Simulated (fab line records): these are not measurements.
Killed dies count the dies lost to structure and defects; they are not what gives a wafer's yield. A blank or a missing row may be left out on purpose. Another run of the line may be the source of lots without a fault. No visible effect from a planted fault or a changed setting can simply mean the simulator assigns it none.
fab line records	flow ritCmos
record: lots: 13	wafers: 39	lastDay: 7
route steps=202 shown NRETRO@62 GATE@92 SPACER@128 NSD@140 M1@202
lots that met no fault: taken from a fault-free run of the same line
startH: the number of hours between the record's first day and the start of the first shown wafer of the lot	waitH: time in hours since the lot's previous step	" same as the row above	L1.1+2: several wafers, shown together as one row	- value missing, or start not given	* or withheld: withheld	< > ~ a bound
route shown NAME@n: NAME is a module with steps in the file, n the number in the route of the first one	usual: mean/standard deviation of fault-free wafers	same: alike in all rows	chamber/n: place in a boat	sites: readings site by site	_std_site: the values' standard deviation	_edge_site: the outer-site mean with the inner-site mean subtracted	radiusMm: how far each site lies from the wafer's centre	mask NAME#n: copy n	behind: the last tool/chamber to shape the wafer	hold: reason for holding the lot/hours on hold/outcome of the hold	device: transistor that didn't switch, given as n, p or np	end of line: tests of these same wafers at the route's end	where a step has no rows: the recipe by itself	killed: dies lost to structure and defects at the first sort, not the wafer's yield	map: a wafer's dies, marking killed ones x, the rest . and places with no die _
set.NAME: the setting as run; set.NAME@STEP: as run at that earlier step	model.NAME: the simulator's own value behind a step, which no gauge read
a sample of lots followed through the steps of the route, with each step as a table and each wafer as a row
services: a tool's chamber out of use, with start hour (startH, from the record's first day; less than 0 if before it), hours out, and reason
== steps ==
step: RIT_NRETRO_STRIP_09
recipe: chemistry: O2	timeS: 180	resist: NOVOLAK	platenTempC: withheld	powerW: 500	pressureMtorr: 4000	o2FlowSccm: 4000
usual: drypumpMotorCurrentA: 5.7/0.32
lot.wafer	tool	chamber	startH	waitH	drypumpMotorCurrentA	rfHoursCounterH
L891.4	plasmaAsher-01	1	33.31	0.1	5.5	-
L891.5	"	0	"	"	5.3	-
L891.6	"	1	"	"	5.5	-
L892.2	plasmaAsher-02	1	40.31	0.1	6.0	40
L892.5	"	1	"	"	6.0	-
L892.6	"	0	"	"	5.1	-
L895.1	plasmaAsher-04	0	53.58	0.1	5.6	26
L895.4	"	1	"	"	6.1	-
L895.5	"	1	"	"	6.1	-
L896.2	plasmaAsher-01	0	58.82	0.1	5.3	43
L896.3	"	1	"	"	5.5	-
L896.4	"	0	"	"	5.3	-
L897.2	plasmaAsher-04	1	63.96	0.1	6.1	27
L897.3	"	1	"	"	6.1	-
L897.5	"	0	"	"	5.5	-
L898.1	plasmaAsher-04	0	66.16	0.1	5.5	27
L898.2	"	1	"	"	6.1	27
L898.5	"	0	"	"	5.5	-
L900.2	plasmaAsher-01	1	78.65	0.1	5.5	45
L900.5	"	0	"	"	5.3	-
L900.6	"	1	"	"	5.5	-
L904.1	plasmaAsher-04	0	96.73	0.1	5.5	31
L904.4	"	1	"	"	6.1	-
L904.5	"	0	"	"	5.5	-
L907.1	plasmaAsher-04	1	113.55	0.1	6.1	33
L907.2	"	0	"	"	5.6	33
L907.6	"	0	"	"	5.6	-
L908.1	plasmaAsher-04	0	116.20	0.1	5.6	33
L908.2	"	1	"	"	6.1	33
L908.5	"	1	"	"	6.1	-
L909.2	plasmaAsher-04	0	122.63	0.1	5.6	34
L909.4	"	1	"	"	6.1	-
L909.6	"	1	"	"	6.1	-
L910.2	plasmaAsher-01	1	127.92	0.1	5.5	1
L910.4	"	0	"	"	5.3	-
L910.6	"	0	"	"	5.3	-
L914.1	plasmaAsher-04	0	147.48	0.1	5.5	37
L914.3	"	1	"	"	6.1	-
L914.4	"	0	"	"	5.6	-
step: RIT_GATE_CD_MEAS_16
recipe: targetCdNm: 150
usual: cdNm: 149.9/2.7
lot.wafer	tool	chamber	startH	waitH	cdNm
L891.4	cdSem-02	-	41.85	-	150.1
L891.5	"	-	"	"	151.1
L891.6	"	-	"	"	154.7
L892.2	cdSem-01	-	49.67	-	150.8
L892.5	"	-	"	"	150.6
L892.6	"	-	"	"	150.9
L895.1	cdSem-02	-	65.38	-	147.1
L895.4	"	-	"	"	146.1
L895.5	"	-	"	"	145.6
L896.2	cdSem-01	-	66.75	-	146.0
L896.3	"	-	"	"	151.2
L896.4	"	-	"	"	148.0
L897.2	cdSem-02	-	72.30	-	148.9
L897.3	"	-	"	"	151.6
L897.5	"	-	"	"	149.5
L898.1	cdSem-02	-	76.94	-	151.6
L898.2	"	-	"	"	151.8
L898.5	"	-	"	"	153.1
L900.2	cdSem-02	-	88.21	-	150.8
L900.5	"	-	"	"	150.6
L900.6	"	-	"	"	149.3
L904.1	cdSem-02	-	104.29	-	144.8
L904.4	"	-	"	"	145.9
L904.5	"	-	"	"	144.5
L907.1	cdSem-01	-	121.18	-	150.4
L907.2	"	-	"	"	149.6
L907.6	"	-	"	"	149.6
L908.1	cdSem-01	-	123.80	-	144.6
L908.2	"	-	"	"	149.9
L908.5	"	-	"	"	147.8
L909.2	cdSem-01	-	130.52	-	153.2
L909.4	"	-	"	"	154.2
L909.6	"	-	"	"	154.2
L910.2	cdSem-01	-	136.66	-	145.0
L910.4	"	-	"	"	144.6
L910.6	"	-	"	"	144.9
L914.1	cdSem-02	-	157.22	-	152.9
L914.3	"	-	"	"	152.4
L914.4	"	-	"	"	152.3
step: RIT_SPACER_CVD_03
recipe: material: Si3N4	targetThkNm: 250	tempC: 810	precursor: SiH2Cl2/NH3	timeS: 3300	pressureMtorr: 300	sih2cl2FlowSccm: 60	nh3FlowSccm: 150
usual: pressureMtorr: 299.9/0.55
lot.wafer	tool	chamber	startH	waitH	pressureMtorr
L891.4	lpcvd-01	0	51.63	1.2	300.2
L891.5	"	0	"	"	300.3
L891.6	"	0	"	"	299.9
L892.2	lpcvd-01	0	57.31	0.0	299.8
L892.5	"	0	"	"	299.4
L892.6	"	0	"	"	300.3
L895.1	lpcvd-01	0	72.63	0.0	298.3
L895.4	"	0	"	"	300.4
L895.5	"	0	"	"	300.3
L896.2	lpcvd-01	1	75.19	0.0	300.2
L896.3	"	1	"	"	299.8
L896.4	"	1	"	"	299.0
L897.2	lpcvd-02	0	79.48	0.0	300.0
L897.3	"	0	"	"	300.1
L897.5	"	0	"	"	300.6
L898.1	lpcvd-02	1	84.38	0.0	299.6
L898.2	"	1	"	"	300.2
L898.5	"	1	"	"	299.7
L900.2	lpcvd-01	0	96.79	0.0	299.9
L900.5	"	0	"	"	300.2
L900.6	"	0	"	"	299.2
L904.1	lpcvd-02	0	112.15	0.0	299.1
L904.4	"	0	"	"	299.5
L904.5	"	0	"	"	299.3
L907.1	lpcvd-01	0	129.38	0.9	299.7
L907.2	"	0	"	"	299.5
L907.6	"	0	"	"	300.1
L908.1	lpcvd-02	0	131.06	0.0	300.5
L908.2	"	0	"	"	299.1
L908.5	"	0	"	"	299.6
L909.2	lpcvd-01	0	138.87	0.0	300.1
L909.4	"	0	"	"	299.6
L909.6	"	0	"	"	299.7
L910.2	lpcvd-02	0	145.71	0.0	240.7
L910.4	"	0	"	"	240.8
L910.6	"	0	"	"	240.9
L914.1	lpcvd-01	1	164.29	0.0	300.9
L914.3	"	1	"	"	301.1
L914.4	"	1	"	"	300.4
step: RIT_SPACER_THK_MEAS_04
recipe: reads: Si3N4_of_SPACER_CVD_03
usual: SPACER_NITRIDE_THK: 251.7/1.9
lot.wafer	tool	chamber	startH	waitH	SPACER_NITRIDE_THK[nm]
L891.4	filmMetro-02	-	53.58	0.0	251.1
L891.5	"	-	"	"	250.3
L891.6	"	-	"	"	252.4
L892.2	filmMetro-03	-	59.24	0.0	252.3
L892.5	"	-	"	"	252.5
L892.6	"	-	"	"	253.9
L895.1	filmMetro-03	-	74.54	0.0	254.8
L895.4	"	-	"	"	254.6
L895.5	"	-	"	"	255.2
L896.2	filmMetro-02	-	77.12	0.0	248.4
L896.3	"	-	"	"	250.0
L896.4	"	-	"	"	249.1
L897.2	filmMetro-02	-	81.41	0.0	248.5
L897.3	"	-	"	"	249.0
L897.5	"	-	"	"	249.3
L898.1	filmMetro-03	-	86.30	0.0	250.3
L898.2	"	-	"	"	251.6
L898.5	"	-	"	"	251.7
L900.2	filmMetro-02	-	98.72	0.0	250.4
L900.5	"	-	"	"	249.2
L900.6	"	-	"	"	250.7
L904.1	filmMetro-02	-	114.07	0.0	252.2
L904.4	"	-	"	"	253.1
L904.5	"	-	"	"	250.6
L907.1	filmMetro-01	-	132.26	0.0	251.0
L907.2	"	-	"	"	251.2
L907.6	"	-	"	"	248.2
L908.1	filmMetro-03	-	132.97	0.0	252.4
L908.2	"	-	"	"	251.0
L908.5	"	-	"	"	252.5
L909.2	filmMetro-03	-	140.80	0.0	250.5
L909.4	"	-	"	"	252.5
L909.6	"	-	"	"	251.4
L910.2	filmMetro-02	-	147.64	0.0	238.2
L910.4	"	-	"	"	236.6
L910.6	"	-	"	"	237.1
L914.1	filmMetro-01	-	166.21	0.0	249.6
L914.3	"	-	"	"	248.6
L914.4	"	-	"	"	250.4
step: RIT_SPACER_ETCHBACK_05
recipe: targetDepthA: 2500	SF6_flow_sccm: 30	CHF3_flow_sccm: 30	target: Si3N4	chemistry: SF6/CHF3	pressureMtorr: 40	rfW: 250	timeS: 240	stopOn: SiO2
usual: drypumpMotorCurrentA: 5.7/0.4	oesProductAu: 0.849/0.011	throttleValvePct: 10.24/0.13
lot.wafer	tool	chamber	startH	waitH	drypumpMotorCurrentA	oesProductAu	rfHoursCounterH	throttleValvePct
L891.4	rieDiel-04	1	53.61	0.0	5.6	0.838	132	10.56
L891.5	"	0	"	"	5.7	0.853	-	10.25
L891.6	"	1	"	"	5.6	0.846	-	10.59
L892.2	rieDiel-03	0	59.29	0.0	6.0	0.859	12	10.36
L892.5	"	2	"	"	6.0	0.863	-	10.26
L892.6	"	3	"	"	6.1	0.845	-	9.98
L895.1	rieDiel-04	3	74.60	0.1	6.7	0.871	85	10.18
L895.4	"	3	"	"	6.8	0.872	-	10.18
L895.5	"	0	"	"	5.7	0.858	-	10.27
L896.2	rieDiel-03	1	77.17	0.0	5.8	0.852	4	10.09
L896.3	"	3	"	"	6.1	0.834	40	9.98
L896.4	"	0	"	"	6.0	0.853	12	10.35
L897.2	rieDiel-03	2	81.46	0.0	6.0	0.849	28	10.25
L897.3	"	1	"	"	5.7	0.859	4	10.08
L897.5	"	0	"	"	5.9	0.854	-	10.34
L898.1	rieDiel-04	3	86.36	0.1	6.7	0.860	86	10.18
L898.2	"	0	"	"	5.7	0.850	4	10.24
L898.5	"	2	"	"	6.0	0.842	-	10.29
L900.2	rieDiel-01	0	98.77	0.0	5.4	0.848	73	10.16
L900.5	"	1	"	"	5.6	0.830	-	10.25
L900.6	"	0	"	"	5.4	0.850	-	10.15
L904.1	rieDiel-03	3	114.13	0.1	6.1	0.848	41	9.98
L904.4	"	0	"	"	6.0	0.860	13	10.34
L904.5	"	2	"	"	6.0	0.855	-	10.27
L907.1	rieDiel-01	1	132.32	0.1	5.6	0.842	37	10.25
L907.2	"	2	"	"	5.3	0.830	10	10.39
L907.6	"	1	"	"	5.6	0.828	-	10.28
L908.1	rieDiel-03	2	133.03	0.1	6.0	0.858	29	10.24
L908.2	"	0	"	"	6.0	0.860	14	10.33
L908.5	"	0	"	"	5.9	0.865	-	10.35
L909.2	rieDiel-04	3	140.85	0.0	6.8	0.857	87	10.16
L909.4	"	0	"	"	5.7	0.851	5	10.26
L909.6	"	3	"	"	6.8	0.852	-	10.16
L910.2	rieDiel-01	0	147.69	0.0	5.4	0.823	74	10.14
L910.4	"	1	"	"	5.6	0.801	37	10.25
L910.6	"	2	"	"	5.3	0.797	-	10.39
L914.1	rieDiel-03	1	166.27	0.1	5.8	0.854	6	10.09
L914.3	"	3	"	"	6.1	0.828	42	9.99
L914.4	"	0	"	"	6.0	0.849	14	10.35
step: RIT_NSD_STRIP_09
recipe: chemistry: O2	timeS: 180	resist: NOVOLAK	platenTempC: withheld	powerW: 500	pressureMtorr: 4000	o2FlowSccm: 4000
usual: drypumpMotorCurrentA: 5.67/0.28
lot.wafer	tool	chamber	startH	waitH	drypumpMotorCurrentA	rfHoursCounterH
L891.4	plasmaAsher-01	0	55.41	0.1	5.34	-
L891.5	"	0	"	"	5.33	-
L891.6	"	1	"	"	5.48	-
L892.2	plasmaAsher-04	0	60.75	0.1	5.59	27
L892.5	"	1	"	"	6.09	-
L892.6	"	0	"	"	5.53	-
L895.1	plasmaAsher-01	1	75.94	0.1	5.50	45
L895.4	"	0	"	"	5.31	-
L895.5	"	0	"	"	5.35	-
L896.2	plasmaAsher-04	0	78.50	0.1	5.56	29
L896.3	"	0	"	"	5.58	-
L896.4	"	1	"	"	6.10	-
L897.2	plasmaAsher-04	1	82.81	0.1	6.11	29
L897.3	"	1	"	"	6.11	-
L897.5	"	1	"	"	6.12	-
L898.1	plasmaAsher-01	0	87.96	0.1	5.33	46
L898.2	"	1	"	"	5.52	46
L898.5	"	1	"	"	5.51	-
L900.2	plasmaAsher-03	1	100.23	0.1	5.99	44
L900.5	"	0	"	"	5.51	-
L900.6	"	1	"	"	5.98	-
L904.1	plasmaAsher-03	0	115.59	0.1	5.54	46
L904.4	"	1	"	"	5.97	-
L904.5	"	1	"	"	6.01	-
L907.1	plasmaAsher-04	1	133.65	0.1	6.11	35
L907.2	"	0	"	"	5.55	35
L907.6	"	0	"	"	5.54	-
L908.1	plasmaAsher-04	1	134.73	0.1	6.11	35
L908.2	"	0	"	"	5.50	35
L908.5	"	1	"	"	6.09	-
L909.2	plasmaAsher-01	0	142.31	0.1	5.33	2
L909.4	"	0	"	"	5.35	-
L909.6	"	1	"	"	5.53	-
L910.2	plasmaAsher-04	1	149.18	0.1	6.10	37
L910.4	"	1	"	"	6.11	-
L910.6	"	0	"	"	5.54	-
L914.1	plasmaAsher-04	0	167.60	0.1	5.53	39
L914.3	"	1	"	"	6.10	-
L914.4	"	0	"	"	5.52	-
step: RIT_M1_PROBE_99
usual: killedAtContacts: 0.1/0.27	killedAtFrontEnd: 7/3.1	killedDies: 7/3.1	killedOpen: 3.3/2.1	killedShort: 3.5/2
same: grossDies: 264	killed_at_M0_to_M3: 0	killed_at_M4_up: 0	killedAtBackSide: 0	killedAtOther: 0
lot.wafer	tool	chamber	startH	waitH	killedAtContacts	killedAtFrontEnd	killedDies	killedOpen	killedShort
L891.4	prober-02	-	65.09	0.2	0	7	7	3	4
L891.5	prober-02	-	65.14	0.2	0	8	8	5	3
L891.6	prober-02	-	65.19	0.2	0	10	10	5	5
L892.2	prober-01	-	70.90	0.1	1	5	6	3	3
L892.5	prober-01	-	71.05	0.2	0	8	8	5	3
L892.6	prober-01	-	71.10	0.2	0	6	6	4	2
L895.1	prober-02	-	85.84	0.1	0	4	4	2	2
L895.4	prober-02	-	85.99	0.2	0	6	6	3	3
L895.5	prober-02	-	86.04	0.2	0	8	8	4	3
L896.2	prober-01	-	88.09	0.1	0	0	0	0	0
L896.3	prober-01	-	88.14	0.2	1	5	6	2	3
L896.4	prober-01	-	88.19	0.2	1	4	5	2	2
L897.2	prober-02	-	92.49	0.1	0	7	7	4	3
L897.3	prober-02	-	92.54	0.2	0	11	11	3	8
L897.5	prober-02	-	92.64	0.2	0	11	11	4	7
L898.1	prober-01	-	97.42	0.1	0	5	5	3	2
L898.2	prober-01	-	97.47	0.1	0	8	8	4	4
L898.5	prober-01	-	97.62	0.2	0	8	8	6	2
L900.2	prober-01	-	110.14	0.1	0	7	7	1	6
L900.5	prober-01	-	110.29	0.2	0	12	12	8	4
L900.6	prober-01	-	110.34	0.2	0	8	8	3	5
L904.1	prober-01	-	125.24	0.1	0	5	5	4	1
L904.4	prober-01	-	125.39	0.2	1	6	7	2	5
L904.5	prober-01	-	125.44	0.2	0	2	2	0	2
L907.1	prober-02	-	143.23	0.1	0	8	8	3	5
L907.2	prober-02	-	143.28	0.1	0	9	9	2	7
L907.6	prober-02	-	143.48	0.2	0	5	5	4	1
L908.1	prober-01	-	144.73	0.1	0	7	7	5	2
L908.2	prober-01	-	144.78	0.1	0	7	7	3	4
L908.5	prober-01	-	144.93	0.2	0	8	8	2	6
L909.2	prober-02	-	152.14	0.1	0	10	10	6	4
L909.4	prober-02	-	152.24	0.2	0	7	7	4	3
L909.6	prober-02	-	152.34	0.2	0	7	7	4	3
L910.2	prober-01	-	159.14	0.1	0	6	6	4	2
L910.4	prober-01	-	159.24	0.2	0	3	3	1	2
L910.6	prober-01	-	159.34	0.2	0	7	7	4	3
L914.1	prober-02	-	177.49	0.1	0	6	6	4	2
L914.3	prober-02	-	177.59	0.2	0	4	4	3	1
L914.4	prober-02	-	177.64	0.2	0	10	10	3	7
killed by level:class
L891.4 GATE:geometricParticle:short=4 SILICIDE:geometricParticle:open=2 REOX:geometricParticle:open=1
L891.5 GATE:geometricParticle:open=3 GATE:geometricParticle:short=2 SPACER:geometricParticle:open=2 FOX1:geometricParticle:short=1
L891.6 GATE:geometricParticle:open=4 GATE:geometricParticle:short=3 SPACER:geometricParticle:short=1 SILICIDE:geometricParticle:short=1 SILICIDE:geometricParticle:open=1
L892.2 FOX1:geometricParticle:short=1 FOX2:geometricParticle:open=1 GATE:geometricParticle:open=1 SILICIDE:geometricParticle:short=1 SILICIDE:geometricParticle:open=1 CONTACT:geometricParticle:short=1
L892.5 GATE:geometricParticle:open=4 GATE:geometricParticle:short=2 SILICIDE:geometricParticle:short=1 SILICIDE:geometricParticle:open=1
L892.6 SILICIDE:geometricParticle:open=2 SILICIDE:geometricParticle:short=1 GATE:geometricParticle:open=1 REOX:geometricParticle:short=1 SPACER:geometricParticle:open=1
L895.1 FOX2:geometricParticle:short=1 FOX2:geometricParticle:open=1 GATE:geometricParticle:short=1 SILICIDE:geometricParticle:open=1
L895.4 GATE:geometricParticle:short=2 FOX2:geometricParticle:open=1 GATE:geometricParticle:open=1 REOX:geometricParticle:open=1 SILICIDE:geometricParticle:short=1
L895.5 GATE:geometricParticle:short=3 FOX2:geometricParticle:open=2 GATE:geometricParticle:open=1 SPACER:geometricParticle:open=1 NRETRO:coatMicrobubblePrinted=1
L896.2
L896.3 GATE:geometricParticle:short=2 FOX1:geometricParticle:short=1 FOX1:geometricParticle:open=1 SILICIDE:geometricParticle:open=1 CONTACT:coatMicrobubblePrinted=1
L896.4 GATE:geometricParticle:open=1 REOX:geometricParticle:open=1 SPACER:geometricParticle:short=1 SILICIDE:geometricParticle:short=1 CONTACT:coatMicrobubblePrinted=1
L897.2 FOX1:geometricParticle:open=1 FOX1:geometricParticle:short=1 FOX2:geometricParticle:open=1 GATE:geometricParticle:open=1 REOX:geometricParticle:short=1 SILICIDE:geometricParticle:short=1 SILICIDE:geometricParticle:open=1
L897.3 FOX1:geometricParticle:short=2 FOX2:geometricParticle:short=2 REOX:geometricParticle:short=2 SPACER:geometricParticle:short=2 FOX1:geometricParticle:open=1 FOX2:geometricParticle:open=1 GATE:geometricParticle:open=1
L897.5 GATE:geometricParticle:short=4 GATE:geometricParticle:open=2 REOX:geometricParticle:short=2 SILICIDE:geometricParticle:open=2 FOX1:geometricParticle:short=1
L898.1 GATE:geometricParticle:open=1 GATE:geometricParticle:short=1 REOX:geometricParticle:short=1 SPACER:geometricParticle:open=1 SILICIDE:geometricParticle:open=1
L898.2 GATE:geometricParticle:open=2 REOX:geometricParticle:short=2 FOX1:geometricParticle:open=1 FOX1:geometricParticle:short=1 FOX2:geometricParticle:short=1 REOX:geometricParticle:open=1
L898.5 SILICIDE:geometricParticle:open=3 REOX:geometricParticle:open=2 REOX:geometricParticle:short=1 SPACER:geometricParticle:short=1 SPACER:geometricParticle:open=1
L900.2 FOX2:geometricParticle:short=2 GATE:geometricParticle:short=2 SPACER:geometricParticle:short=2 REOX:geometricParticle:open=1
L900.5 FOX2:geometricParticle:short=2 FOX2:geometricParticle:open=2 SILICIDE:geometricParticle:open=2 FOX1:geometricParticle:open=1 GATE:geometricParticle:open=1 REOX:geometricParticle:open=1 SPACER:geometricParticle:open=1 SPACER:geometricParticle:short=1
L900.6 REOX:geometricParticle:short=2 FOX2:geometricParticle:open=1 FOX2:geometricParticle:short=1 GATE:geometricParticle:open=1 GATE:geometricParticle:short=1 SPACER:geometricParticle:short=1 SILICIDE:geometricParticle:open=1
L904.1 REOX:geometricParticle:open=3 GATE:geometricParticle:open=1 REOX:geometricParticle:short=1
L904.4 GATE:geometricParticle:short=2 GATE:geometricParticle:open=2 REOX:geometricParticle:short=1 SILICIDE:geometricParticle:short=1 CONTACT:geometricParticle:short=1
L904.5 FOX1:geometricParticle:short=1 GATE:geometricParticle:short=1
L907.1 GATE:geometricParticle:short=3 GATE:geometricParticle:open=2 FOX1:geometricParticle:open=1 SPACER:geometricParticle:short=1 SILICIDE:geometricParticle:short=1
L907.2 GATE:geometricParticle:short=2 REOX:geometricParticle:open=2 SPACER:geometricParticle:short=2 FOX1:geometricParticle:short=1 FOX2:geometricParticle:short=1 REOX:geometricParticle:short=1
L907.6 SPACER:geometricParticle:open=2 ACTIVE:geometricParticle:open=1 FOX1:geometricParticle:open=1 GATE:geometricParticle:short=1
L908.1 GATE:geometricParticle:open=3 FOX1:geometricParticle:short=1 FOX1:geometricParticle:open=1 FOX2:geometricParticle:short=1 FOX2:geometricParticle:open=1
L908.2 GATE:geometricParticle:short=4 FOX1:geometricParticle:open=2 GATE:geometricParticle:open=1
L908.5 GATE:geometricParticle:short=3 REOX:geometricParticle:short=3 GATE:geometricParticle:open=2
L909.2 FOX1:geometricParticle:short=2 GATE:geometricParticle:short=2 GATE:geometricParticle:open=2 SPACER:geometricParticle:open=2 FOX1:geometricParticle:open=1 FOX2:geometricParticle:open=1
L909.4 GATE:geometricParticle:open=3 GATE:geometricParticle:short=2 FOX2:geometricParticle:open=1 SILICIDE:geometricParticle:short=1
L909.6 GATE:geometricParticle:short=2 GATE:geometricParticle:open=2 FOX1:geometricParticle:short=1 REOX:geometricParticle:open=1 SPACER:geometricParticle:open=1
L910.2 FOX2:geometricParticle:open=2 FOX1:geometricParticle:open=1 FOX1:geometricParticle:short=1 REOX:geometricParticle:short=1 SILICIDE:geometricParticle:open=1
L910.4 GATE:geometricParticle:short=1 REOX:geometricParticle:open=1 SILICIDE:geometricParticle:short=1
L910.6 FOX1:geometricParticle:open=1 FOX1:geometricParticle:short=1 GATE:geometricParticle:open=1 REOX:geometricParticle:short=1 REOX:geometricParticle:open=1 SILICIDE:geometricParticle:open=1 SILICIDE:geometricParticle:short=1
L914.1 FOX2:geometricParticle:short=2 GATE:geometricParticle:open=2 FOX1:geometricParticle:open=1 SILICIDE:geometricParticle:open=1
L914.3 FOX1:geometricParticle:open=1 FOX2:geometricParticle:open=1 GATE:geometricParticle:short=1 REOX:geometricParticle:open=1
L914.4 GATE:geometricParticle:short=3 GATE:geometricParticle:open=2 SPACER:geometricParticle:short=2 FOX1:geometricParticle:short=1 SILICIDE:geometricParticle:short=1 SILICIDE:geometricParticle:open=1
== services ==
tool	chamber	startH	hours	kind
rieDiel-04	1	47.57	5.1	repair
lpcvd-02	-	53.83	6.0	pm
rieDiel-04	2	63.02	-	clean
rieDiel-04	2	63.02	15.6	scheduledDown
rieDiel-04	2	63.02	15.6	ventCycle
rieDiel-01	3	63.98	7.8	repair
rieDiel-04	0	76.60	4.9	repair
rieDiel-04	1	82.63	4.9	repair
plasmaAsher-01	-	103.58	5.6	repair
plasmaAsher-01	-	109.20	9.0	pm
plasmaAsher-01	0	109.20	9.0	ventCycle
plasmaAsher-01	1	109.20	9.0	ventCycle
rieDiel-01	1	114.14	8.1	repair
plasmaAsher-01	0	118.20	-	clean
plasmaAsher-01	1	118.20	-	clean
plasmaAsher-02	-	128.81	0.6	repair
plasmaAsher-03	-	131.59	4.5	repair
rieDiel-04	-	145.20	1.9	repair
plasmaAsher-03	-	163.29	0.5	repair
== key ==
firstSign: step: RIT_SPACER_CVD_03	reading: pressureMtorr	direction: down	sigmas: 99+	usual: 299.9	struck: 240.8
effect: step: RIT_SPACER_THK_MEAS_04	reading: SPACER_NITRIDE_THK	direction: down	sigmas: 7.4	usual: 251.7	struck: 237.3
effect: step: RIT_SPACER_ETCHBACK_05	reading: oesProductAu	direction: down	sigmas: 3.9	usual: 0.849	struck: 0.807
metAt RIT_SPACER_CVD_03
struckLots L910
struckWafers L910.2,L910.4,L910.6
testerLeftOut L910
notActingAt RIT_NRETRO_STRIP_09,RIT_GATE_CD_MEAS_16,RIT_NSD_STRIP_09
onsetBetween 131.06 145.71
fault: kind: processParameterDrift	tool: lpcvd-02	chamber: 0	onsetH: 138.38	steps: RIT_SPACER_CVD_03	channel: pressureMtorr	offset: -60	shape: step	endH: 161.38	actsIn: theseRecipesOnly	stated: 300
testerLeftOut: of these lots the tester's yield and bins aren't shown, on N5 and GAA mostly nor the transistor test; their killed dies are dies lost to structure and defects alone, not to doping, threshold or leakage, so they don't give the yield
